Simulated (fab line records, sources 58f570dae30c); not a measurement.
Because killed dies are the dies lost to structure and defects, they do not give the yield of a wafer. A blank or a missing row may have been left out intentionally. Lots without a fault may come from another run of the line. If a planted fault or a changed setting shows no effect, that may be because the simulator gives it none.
Which tool did it? ; flow berkeley-cmos170 ; 15 lots with 45 wafers sampled at 5 steps, on a route of 331 steps

== WHAT THE GAUGES READ, wafer by wafer ==
UCB170_ACTIVE_THK_MEAS_06.
lot;measured;on;ACTIVE_NITRIDE_THK (nm)
L113;day 5 03:37;film-metro-04;217.5 218.2 217.5
L115;day 5 07:44;film-metro-01;223.6 221.7 221.3
L117;day 5 14:55;film-metro-01;221.4 220.7 221.9
L120;day 6 09:29;film-metro-01;138.0 137.6 137.8
L121;day 6 09:29;film-metro-04;136.5 137.5 136.7
L122;day 6 09:29;film-metro-02;135.8 136.2 136.0
L123;day 7 06:37;film-metro-04;219.1 219.5 219.1
L124;day 7 06:41;film-metro-04;219.4 221.3 220.7
L125;day 7 06:37;film-metro-01;219.2 217.4 218.1
L126;day 7 06:37;film-metro-02;221.6 219.5 221.2
L127;day 7 16:38;film-metro-04;217.3 218.2 216.0
L128;day 7 16:38;film-metro-01;219.4 218.2 219.8
L129;day 8 04:16;film-metro-01;219.6 218.0 219.0
L134;day 9 18:03;film-metro-01;217.4 216.3 215.7
L135;day 9 17:59;film-metro-01;217.3 220.6 217.6

UCB170_GATE_OVL_MEAS_13.
lot;measured;on;GATE_OVL (nm)
L113;day 7 11:53;overlay-01;-7 -9 -6
L115;day 7 11:35;overlay-01;-7 -3 -4
L117;day 7 19:20;overlay-01;-3 -1 0
L120;day 9 00:38;overlay-01;1 2 4
L121;day 9 00:35;overlay-01;-5 -10 -9
L122;day 9 00:42;overlay-01;-3 -2 -1
L123;day 9 23:14;overlay-01;5 1 4
L124;day 9 22:43;overlay-02;2 -2 -1
L125;day 9 22:50;overlay-01;7 2 5
L126;day 9 22:57;overlay-02;1 2 0
L127;day 10 04:31;overlay-02;-6 1 -2
L128;day 10 04:08;overlay-01;-8 -4 -7
L129;day 10 14:50;overlay-01;3 1 0
L134;day 11 19:38;overlay-02;-5 -11 -10
L135;day 11 19:24;overlay-02;2 1 1

UCB170_SDANNEAL_RS_MEAS_03: a four-point-probe measurement.
lot;measured;on;NSD_RS (ohm/sq)
L113;day 8 04:19;film-metro-02;37.12 37.17 37.31
L115;day 8 03:53;film-metro-01;37.09 36.99 37.07
L117;day 8 10:52;film-metro-01;37.00 36.92 36.87
L120;day 10 00:58;film-metro-04;37.08 37.15 37.15
L121;day 10 00:38;film-metro-02;37.17 37.29 37.20
L122;day 10 00:39;film-metro-01;37.15 37.14 37.07
L123;day 10 14:04;film-metro-04;37.10 37.00 37.10
L124;day 10 13:52;film-metro-02;37.15 37.17 37.10
L125;day 10 13:14;film-metro-04;37.09 37.04 37.06
L126;day 10 14:22;film-metro-01;37.15 37.10 37.00
L127;day 10 19:02;film-metro-02;37.31 37.21 37.35
L128;day 10 18:35;film-metro-01;37.03 37.02 37.13
L129;day 11 07:49;film-metro-01;37.10 37.17 37.02
L134;day 12 12:15;film-metro-04;37.05 37.09 36.99
L135;day 12 11:44;film-metro-01;36.94 36.91 36.91

== WHICH TOOL RAN EACH LOT (tool, then ch and the chambers of the sampled wafers, then the start) ==
lot;UCB170_ACTIVE_CVD_05;UCB170_ACTIVE_ETCH_15
L113;lpcvd-01 ch 0, day 5 01:41;rie-diel-01 ch 0,1,3, day 5 05:08
L115;lpcvd-02 ch 0, day 5 05:48;rie-diel-02 ch 1,2, day 5 08:54
L117;lpcvd-02 ch 1, day 5 12:59;rie-diel-01 ch 1,2, day 5 16:39
L120;lpcvd-02 ch 0, day 6 07:34;rie-diel-01 ch 0,2, day 6 10:47
L121;lpcvd-02 ch 0, day 6 07:34;rie-diel-04 ch 1,2,3, day 6 11:04
L122;lpcvd-02 ch 0, day 6 07:34;rie-diel-02 ch 1,2,3, day 6 10:32
L123;lpcvd-01 ch 1, day 7 04:42;rie-diel-04 ch 1,2,3, day 7 07:48
L124;lpcvd-01 ch 1, day 7 04:42;rie-diel-04 ch 0,1, day 7 08:24
L125;lpcvd-01 ch 0, day 7 04:42;rie-diel-02 ch 1,2,3, day 7 08:10
L126;lpcvd-01 ch 1, day 7 04:42;rie-diel-01 ch 1,2, day 7 07:55
L127;lpcvd-01 ch 0, day 7 14:43;rie-diel-04 ch 1,2,3, day 7 18:01
L128;lpcvd-01 ch 1, day 7 14:43;rie-diel-02 ch 2,3, day 7 18:01
L129;lpcvd-01 ch 1, day 8 02:20;rie-diel-04 ch 1,2,3, day 8 05:38
L134;lpcvd-01 ch 1, day 9 16:04;rie-diel-02 ch 0,2,3, day 9 19:59
L135;lpcvd-01 ch 1, day 9 16:04;rie-diel-04 ch 0,1,2, day 9 19:52
- UCB170_ACTIVE_CVD_05: deposits Si3N4 from SiH2Cl2/NH3, target thk 220 nm, time 3300 s.
- UCB170_ACTIVE_ETCH_15: etches Si3N4 in CH3F/Ar/O2, stops on SiO2, target depth 242 nm, time 155.6 s.

== AS READ BY THE TOOLS THEMSELVES (means over the sampled wafers that have a number; for cases with no such wafer, the mark the record gives instead) ==
UCB170_ACTIVE_CVD_05.
lot;tool;zone-power-load-pct (%);zone-power-source-pct (%)
L113;lpcvd-01;22.4;18.5
L115;lpcvd-02;21.9;22.1
L117;lpcvd-02;22.2;22.6
L120;lpcvd-02;21.9;22.0
L121;lpcvd-02;21.9;21.8
L122;lpcvd-02;21.8;21.8
L123;lpcvd-01;22.9;20.8
L124;lpcvd-01;22.8;20.7
L125;lpcvd-01;22.7;18.5
L126;lpcvd-01;23.0;21.0
L127;lpcvd-01;22.3;18.4
L128;lpcvd-01;22.8;20.8
L129;lpcvd-01;23.0;20.7
L134;lpcvd-01;23.1;21.0
L135;lpcvd-01;22.9;21.0

UCB170_ACTIVE_ETCH_15.
lot;tool;drypump-motor-current-A (A);oes-product-au (a.u.);throttle-valve-pct (%)
L113;rie-diel-01;5.7;0.932;8.12
L115;rie-diel-02;5.8;0.939;7.93
L117;rie-diel-01;5.9;0.933;8.01
L120;rie-diel-01;6.5;0.724;8.10
L121;rie-diel-04;6.0;0.720;8.15
L122;rie-diel-02;5.6;0.714;7.91
L123;rie-diel-04;6.0;0.929;8.16
L124;rie-diel-04;6.2;0.932;8.06
L125;rie-diel-02;5.6;0.925;7.92
L126;rie-diel-01;6.0;0.928;8.03
L127;rie-diel-04;6.0;0.920;8.16
L128;rie-diel-02;5.6;0.922;8.00
L129;rie-diel-04;6.0;0.925;8.16
L134;rie-diel-02;5.7;0.924;8.04
L135;rie-diel-04;5.9;0.936;8.14

== THE ANSWER, worked out from the rows above alone ==
Rule: what is usual is taken from the lots themselves. Put in order of their means at a reading, lots are off if they are a third of the lots or fewer, leave a main group of 4 or more, and stand apart from it by a gap of 3 or more times the standard deviation of the main group's means; of several such gaps the widest counts. Not used: any main group whose means are identical at the precision the tables above print for the reading. A lot without any number at a reading at which 4 lots or more have one is off too. Where the step has rows for the other lots, those lots are counted as sound. After the gauges, taken in route order, come the tools' own readings; for these a lot's mean is taken, as printed above. The first step at which some lot is off is used, and at that step the reading that is off furthest; a lot without a number counts as furthest.
Off: L120, L121, L122, at UCB170_ACTIVE_THK_MEAS_06 (ACTIVE_NITRIDE_THK). For the main group the mean is 219.2 nm and the standard deviation 1.7.
If a tool, at a process step before that reading, ran all the lots that are off and no sound lot after the first of them, it fits. The gauges at UCB170_ACTIVE_THK_MEAS_06 aren't tried: what is off there is off at UCB170_ACTIVE_ETCH_15 too, on other tools, and a gauge's error can't cause that. One fits: UCB170_ACTIVE_CVD_05 on lpcvd-02. Its last sound lot is L117 (day 5 12:59), its first lot that is off L120 (day 6 07:34): a fault that began between those two fits.

== WHAT THE SIMULATOR HAD PUT IN ==
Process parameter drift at UCB170_ACTIVE_CVD_05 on lpcvd-02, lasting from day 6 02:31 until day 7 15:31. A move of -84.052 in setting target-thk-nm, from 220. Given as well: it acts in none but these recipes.
Struck lots among those shown: L120, L121, L122. The rule above found the same.
